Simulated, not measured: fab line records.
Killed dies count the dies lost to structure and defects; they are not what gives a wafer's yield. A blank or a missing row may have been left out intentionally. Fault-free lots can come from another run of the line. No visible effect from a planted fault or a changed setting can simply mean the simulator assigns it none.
Check of tool commonality + flow rit_cmos + 42 wafers sampled across 14 lots

== WHAT PROMPTED THE OPENING ==
At RIT_PRETRO_TW_MEAS_10 the reading PRETRO_TW is flagged on 2 of 14 lots. No-fault wafers: 472, standard deviation 4.
Rule: a lot is flagged in two cases, either no wafer of it has a number, or all its wafers with numbers fall more than 4 standard deviations from that mean. The rest of the lots are taken to be sound.

| lot  | measured    | on            | PRETRO_TW, wafer by wafer | flag    |
|------|-------------|---------------|---------------------------|---------|
| L198 | day 2 10:34 | film_metro-03 | 478 478 476               |         |
| L199 | day 2 15:26 | film_metro-01 | 468 465 465               |         |
| L200 | day 2 18:26 | film_metro-02 | 473 471 473               |         |
| L201 | day 3 00:11 | film_metro-03 | 480 475 475               |         |
| L202 | day 3 06:21 | film_metro-01 | 471 465 468               |         |
| L203 | day 3 14:37 | film_metro-03 | 476 475 478               |         |
| L204 | day 3 17:50 | film_metro-01 | 467 466 465               |         |
| L205 | day 3 23:31 | film_metro-01 | 467 469 467               |         |
| L210 | day 4 21:44 | film_metro-02 | 442 443 436               | FLAGGED |
| L211 | day 5 05:41 | film_metro-01 | 472 471 472               |         |
| L212 | day 5 09:07 | film_metro-03 | 442 442 440               | FLAGGED |
| L216 | day 6 05:49 | film_metro-01 | 465 469 468               |         |
| L217 | day 6 07:55 | film_metro-02 | 477 475 473               |         |
| L221 | day 7 06:18 | film_metro-03 | 472 473 475               |         |
On average the flagged lots' numbers are 441, which is -31 against the usual, or -8 standard deviations.

== WHICH TOOL RAN EACH LOT ==
The record holds 1 process step before the reading, out of a route of 202 steps. Every cell lists first the tool, next ch and the chambers used by the sampled wafers, and last the start.
| lot  | flag    | RIT_PRETRO_IMPLANT_08          |
|------|---------|--------------------------------|
| L198 |         | implanter-01 ch 0, day 2 10:16 |
| L199 |         | implanter-01 ch 0, day 2 15:08 |
| L200 |         | implanter-03 ch 0, day 2 18:09 |
| L201 |         | implanter-01 ch 0, day 2 23:54 |
| L202 |         | implanter-03 ch 0, day 3 06:01 |
| L203 |         | implanter-04 ch 0, day 3 14:19 |
| L204 |         | implanter-01 ch 0, day 3 17:32 |
| L205 |         | implanter-03 ch 0, day 3 23:13 |
| L210 | FLAGGED | implanter-01 ch 0, day 4 21:26 |
| L211 |         | implanter-03 ch 0, day 5 05:21 |
| L212 | FLAGGED | implanter-01 ch 0, day 5 08:44 |
| L216 |         | implanter-04 ch 0, day 6 05:32 |
| L217 |         | implanter-03 ch 0, day 6 07:37 |
| L221 |         | implanter-03 ch 0, day 7 05:58 |
What these steps do:
- RIT_PRETRO_IMPLANT_08
- RIT_PRETRO_TW_MEAS_10

== FLAGGED AGAINST TOTAL, ONE TOOL AT A TIME (gauges that did the reading follow at the end) ==
| step                  | tool          | lots run | flagged | share of the flagged lots | sound lots run after its first flagged lot |
|-----------------------|---------------|----------|---------|---------------------------|--------------------------------------------|
| RIT_PRETRO_IMPLANT_08 | implanter-01  | 6        | 2       | all                       | 0                                          |
| RIT_PRETRO_IMPLANT_08 | implanter-03  | 6        | 0       | none                      | -                                          |
| RIT_PRETRO_IMPLANT_08 | implanter-04  | 2        | 0       | none                      | -                                          |
| RIT_PRETRO_TW_MEAS_10 | film_metro-01 | 6        | 0       | none                      | -                                          |
| RIT_PRETRO_TW_MEAS_10 | film_metro-02 | 3        | 1       | some                      | 1 (L217)                                   |
| RIT_PRETRO_TW_MEAS_10 | film_metro-03 | 5        | 1       | some                      | 1 (L221)                                   |

== WHAT THE TABLE PERMITS ==
1 row of the table ran every flagged lot: implanter-01 at RIT_PRETRO_IMPLANT_08.
- implanter-01 at RIT_PRETRO_IMPLANT_08: 2 of its 6 lots flagged. Last sound lot L204 at day 3 17:32, first flagged lot L210 at day 4 21:26; a fault beginning in between fits. Its own readings lie more than 4 standard deviations out on every wafer of the flagged lots: beam_energy_keV.
Left over: one tool, implanter-01 at RIT_PRETRO_IMPLANT_08.

== WHAT THE SIMULATOR HAD PUT IN ==
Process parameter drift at RIT_PRETRO_IMPLANT_08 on implanter-01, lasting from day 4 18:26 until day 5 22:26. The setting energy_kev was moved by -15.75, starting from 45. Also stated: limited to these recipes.
Shown lots that were struck: L210, L212. This agrees with what the rule above found.
